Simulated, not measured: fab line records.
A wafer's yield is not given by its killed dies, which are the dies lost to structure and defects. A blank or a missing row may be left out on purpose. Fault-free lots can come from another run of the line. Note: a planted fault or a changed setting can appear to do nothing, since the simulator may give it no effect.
Split-lot trial + flow ritCmos + route with 202 steps; 5 lots, 23 wafers read

## SPLIT DETAILS
At RIT_NLDD_COAT_01 (resist thk 1000 nm), the setting resistThkNm was moved away from the recipe's 1000 nm on 8 of the 23 wafers read, by -3.3% to +4.2%. The other wafers ran this setting at the recipe's value.

## FROM THE SPLIT TO THE READING: what the file shows between them, 3 steps
- RIT_NLDD_SOFTBAKE_02: time 60 s
- RIT_NLDD_EXPOSE_03: exposes mask M7, target cd 40700 nm
- RIT_NLDD_DEVELOP_05: develop time 50 s

## THE READING
NOVOLAK_of_NLDD_COAT_01.thkNm (the simulator's own value, which no gauge read), in nm, at RIT_NLDD_HARDBAKE_07 (time 60 s). The file gives no usual value for it. Average 885.8 nm, standard deviation 2.2 nm, over the 15 wafers here run with the recipe.

| wafer  | tool, chamber at the split | resistThkNm as run, nm | against the recipe | NOVOLAK_of_NLDD_COAT_01.thkNm, nm | against lot-mates on the recipe |
|--------|----------------------------|------------------------|--------------------|-----------------------------------|---------------------------------|
| L074.1 | lithoTrack-01, 0           | 1000                   | recipe             | 886.3                             | -                               |
| L074.5 | lithoTrack-01, 0           | 1000                   | recipe             | 886.3                             | -                               |
| L074.2 | lithoTrack-01, 0           | 1000                   | recipe             | 887.2                             | -                               |
| L074.4 | lithoTrack-01, 0           | 1000                   | recipe             | 883.9                             | -                               |
| L074.6 | lithoTrack-01, 0           | 1000                   | recipe             | 889.1                             | -                               |
| L076.2 | lithoTrack-01, 0           | 1000                   | recipe             | 883.7                             | -                               |
| L076.3 | lithoTrack-01, 0           | 1042                   | +4.2%              | 923.6                             | +40.8                           |
| L076.4 | lithoTrack-01, 0           | 1000                   | recipe             | 881.4                             | -                               |
| L076.5 | lithoTrack-01, 0           | 1042                   | +4.2%              | 922.5                             | +39.7                           |
| L076.6 | lithoTrack-01, 0           | 1000                   | recipe             | 883.3                             | -                               |
| L077.1 | lithoTrack-02, 0           | 1000                   | recipe             | 885.3                             | -                               |
| L077.2 | lithoTrack-02, 0           | 1022                   | +2.2%              | 903.5                             | +18.6                           |
| L077.3 | lithoTrack-02, 0           | 1022                   | +2.2%              | 903.4                             | +18.5                           |
| L077.4 | lithoTrack-02, 0           | 1022                   | +2.2%              | 904.7                             | +19.8                           |
| L077.6 | lithoTrack-02, 0           | 1000                   | recipe             | 884.5                             | -                               |
| L082.2 | lithoTrack-02, 0           | 966.7                  | -3.3%              | 855.5                             | -30.2                           |
| L082.3 | lithoTrack-02, 0           | 1000                   | recipe             | 884.8                             | -                               |
| L082.4 | lithoTrack-02, 0           | 966.7                  | -3.3%              | 856                               | -29.8                           |
| L082.5 | lithoTrack-02, 0           | 966.7                  | -3.3%              | 858.5                             | -27.2                           |
| L082.6 | lithoTrack-02, 0           | 1000                   | recipe             | 886.7                             | -                               |
| L085.3 | lithoTrack-02, 0           | 1000                   | recipe             | 889.6                             | -                               |
| L085.4 | lithoTrack-02, 0           | 1000                   | recipe             | 887.7                             | -                               |
| L085.5 | lithoTrack-02, 0           | 1000                   | recipe             | 886.7                             | -                               |

THE FIT
A straight line over all 23 wafers: NOVOLAK_of_NLDD_COAT_01.thkNm changes by +8.71 nm for each +1% of resistThkNm; r = +0.99; the points scatter about the line by 2 nm.
The same after taking each lot's own level away (the mean of its wafers on the recipe; 23 wafers): +9.06 nm for each +1%; r = +1.00; scatter 1.5 nm.
On that fit, the largest move of resistThkNm shifts the reading by 38 nm.
Across the lots, their own levels run from 882.80 to 888.00 nm, a range of 2.4 times the standard deviation given above.
Hence the lot-to-lot level has little effect on the slope; both slopes agree.
Check: for one of the wafers moved furthest among these (+4.2%), held out of the fit, the line's prediction against its lot-mates is +37.5 nm. It came out at +40.8 nm against them.

## FURTHER SPLITS ON THESE WAFERS
Other splits were also applied to these wafers ahead of the reading. Each is held against what the fit with the lots' levels taken away leaves over:
| other split on the same wafers | wafers away from the commonest value | r with NOVOLAK_of_NLDD_COAT_01.thkNm (lot level and that fit taken away) |
|--------------------------------|--------------------------------------|--------------------------------------------------------------------------|
| RIT_ACTIVE_OXIDATION_01 tempC  | 15                                   | +0.38                                                                    |
| RIT_ACTIVE_COAT_06 spinRpm     | 8                                    | -0.32                                                                    |
| RIT_ACTIVE_ETCH_13 rfW         | 7                                    | -0.15                                                                    |
| RIT_PWELL_COAT_01 resistThkNm  | 6                                    | +0.19                                                                    |
| RIT_PWELL_IMPLANT_08 energyKev | 5                                    | -0.22                                                                    |
| RIT_NRETRO_COAT_01 resistThkNm | 7                                    | -0.02                                                                    |
| RIT_GATE_CVD_08 tempC          | 5                                    | -0.08                                                                    |
| RIT_GATE_SOFTBAKE_12 tempC     | 8                                    | -0.01                                                                    |

## THE WHOLE CHAIN: every reading that the file lists as answering this split, in the file's order
| step                 | what it does       | reading                                                                        | change (the file's fit)              | r (the file's) |
|----------------------|--------------------|--------------------------------------------------------------------------------|--------------------------------------|----------------|
| RIT_NLDD_COAT_01     | resist thk 1000 nm | NOVOLAK_of_NLDD_COAT_01.thkNm (the simulator's own value, which no gauge read) | +10.5 nm for each +1% of the setting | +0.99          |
| RIT_NLDD_HARDBAKE_07 | time 60 s          | NOVOLAK_of_NLDD_COAT_01.thkNm (the simulator's own value, which no gauge read) | +9.16 nm for each +1% of the setting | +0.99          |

## FILE'S OWN FIT
NOVOLAK_of_NLDD_COAT_01.thkNm changes by +9.16 nm for each +1% of resistThkNm, r = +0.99.
